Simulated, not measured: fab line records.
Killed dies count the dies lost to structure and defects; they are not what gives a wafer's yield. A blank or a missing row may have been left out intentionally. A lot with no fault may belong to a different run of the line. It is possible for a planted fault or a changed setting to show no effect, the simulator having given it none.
Problem report in the 8D (eight disciplines) form, filled by code / flow rit cmos / the parts of the form that need people (team, actions taken, sign-off) are left out

## 1. THE PROBLEM
run length s at RIT_SPACER_CLEAN_00 reads a mean of 919 s on 6 wafers of 2 lots; wafers without a fault read 628 s with a standard deviation of 3.5. Relative to the usual mean, that is a shift of +83 standard deviations.
The step: cleans in SC1, time 600 s.
Earliest sighting: wafer L489.2 on wet bench-04 at day 5 16:38. At this step, 42 wafers from 14 lots have a number in the record. By rule, "out" or "out of limits" means more than 4 standard deviations away from the usual mean. The other wafers with a number count as sound.

## 2. WHAT IT IS, AND WHAT IT ISN'T
question=which readings at this step | is=run length s | is not=-
question=which lots | is=L489, L491 | is not=L477, L479, L480, L482, L483, L484, L485, L494, L495, L497, L498, L500
question=which wafers of those lots | is=all that have a number | is not=-
question=read on which tools | is=wet bench-04 | is not=wet bench-01, wet bench-03
question=when | is=from day 5 16:38 | is not=up to then (21 sound wafers); but 15 sound wafers of L494, L495, L497, L498, L500 came after

## 3. SUSPECTS, AND WHAT RULES EACH OUT
Counting: a tool at any process step up to the reading remains a suspect when it ran all the lots that are out and ran no sound lot after the first of those.
- wet bench-04 at RIT_SPACER_CLEAN_00 (cleans in SC1, time 600 s): kept. It ran every lot that is out, first L489 (day 5 16:38), and no sound lot after that; its last sound lot up to then is L484 (day 4 11:42). On those wafers its own readings are out: run length s.
The count leaves wet bench-04 at RIT_SPACER_CLEAN_00.

## 4. THE CAUSE (what the simulator had put in)
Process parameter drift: wet bench-04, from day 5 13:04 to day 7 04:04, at RIT_SPACER_CLEAN_00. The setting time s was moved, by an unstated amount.
This tool alone remained once counting was done.

## 5. THE EFFECT CHAIN, in route order
Each row: a reading where the mean over the struck wafers with a number is more than 3 standard deviations away from the usual. Scope: only readings with a usual standard deviation given in the record; hours: median across lots of the time from each lot's start at the first step in this table that gives one to its start at this step; sigmas: change in usual standard deviations.
hours=0; step=RIT_SPACER_CLEAN_00; reading=run length s; usual=628 s; on struck wafers=919; change=+291; sigmas=+83
It contains these process steps:
- RIT_SPACER_CLEAN_00: cleans in SC1, time 600 s.
Later measuring or inspecting steps at which every struck wafer that the step has a row for has a number for every such reading, and none has moved that far: RIT_M1_THK_MEAS_02, RIT_M1_BOW_MEAS_16.

## 6. HOW IT WOULD HAVE BEEN CAUGHT EARLIER
4 hours passed between the start of the fault at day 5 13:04 and the first reading out of limits in this record, taken at day 5 16:38.
